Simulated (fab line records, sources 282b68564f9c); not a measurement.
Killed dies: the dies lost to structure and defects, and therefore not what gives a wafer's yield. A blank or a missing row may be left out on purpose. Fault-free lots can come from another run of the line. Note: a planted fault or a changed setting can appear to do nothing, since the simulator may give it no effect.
2 desks looking at one fault :: flow ritCmos :: each desk has only its own numbers; what lay behind them comes last

## THE TOOL OWNER'S DESK: rieDiel-02
The tool's own readings at RIT_ACTIVE_ETCH_13 (etches Si3N4 in SF6, stops on SiO2, time 210 s, target depth 210 nm): means of the sampled wafers that have a number, for each lot that ran on this tool. The brackets show how far a lot's mean lies from the usual mean; more than 4 standard deviations puts the lot out of limits, marked OUT.
Columns: A = SF6_flow_sccm at RIT_ACTIVE_ETCH_13, usual 200.0 sccm; B = drypumpMotorCurrentA at RIT_ACTIVE_ETCH_13, usual 5.5 A; C = oesProductAu at RIT_ACTIVE_ETCH_13, usual 0.818 a.u.; D = rfFwdPowerW at RIT_ACTIVE_ETCH_13, usual 124.5 W; E = throttleValvePct at RIT_ACTIVE_ETCH_13, usual 7.51 %
lot: L901
first seen here: day 2 20:50
A: 200.4
B: 5.5
C: 0.809
D: 124.3
E: 7.55

lot: L905
first seen here: day 3 16:50
A: 200.2
B: 5.6
C: 0.832
D: 124.2
E: 7.40

lot: L912
first seen here: day 5 04:04
A: 199.9
B: 5.8
C: 0.824
D: 140.8 (+40) OUT
E: 7.43
This desk finds L912 out of limits, L912 being first, at day 5 04:04 (rfFwdPowerW at RIT_ACTIVE_ETCH_13). L901, L905 stayed within limits.

## METROLOGY DESK
Means of the sampled wafers that have a number, per lot and without regard to the tool the lot ran on: this is what the gauges read. The brackets show how far a lot's mean lies from the usual mean; more than 4 standard deviations puts the lot out of limits, marked OUT.
Columns: A = ACTIVE_OXIDE_THK at RIT_ACTIVE_THK_MEAS_02, usual 46.7 nm; B = ACTIVE_NITRIDE_THK at RIT_ACTIVE_THK_MEAS_04, usual 149.8 nm; C = cdNm at RIT_ACTIVE_CD_MEAS_11, usual 1400.4 nm
lot: L901
first seen here: day 2 18:04
A: 45.7
B: 152.2
C: 1403.9

lot: L905
first seen here: day 3 14:04
A: 44.3
B: 150.0
C: 1399.0

lot: L912
first seen here: day 5 01:26
A: 46.9
B: 149.8
C: 1398.9

lot: L915
first seen here: day 5 16:35
A: 46.5
B: 150.3
C: 1400.3

lot: L916
first seen here: day 5 21:03
A: 48.8
B: 150.9
C: 1400.3
This desk's finding: nothing out of limits on any of the 5 lots.

## BROUGHT TOGETHER
At day 5 04:04, on L912, the tool owner's desk was in a position to raise an alarm.
From the metrology desk's view, nothing was out of limits.
The metrology desk holds a record of L912, inside its limits.
On rieDiel-02, each named lot ran RIT_ACTIVE_ETCH_13.

## WHAT THE SIMULATOR HAD PUT IN
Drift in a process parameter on rieDiel-02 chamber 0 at RIT_ACTIVE_ETCH_13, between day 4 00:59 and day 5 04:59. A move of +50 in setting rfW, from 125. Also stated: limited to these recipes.
Struck lots among those shown: L912.
Delay in hours, fault start to first out-of-limits reading, by desk: the tool owner's desk at 27.
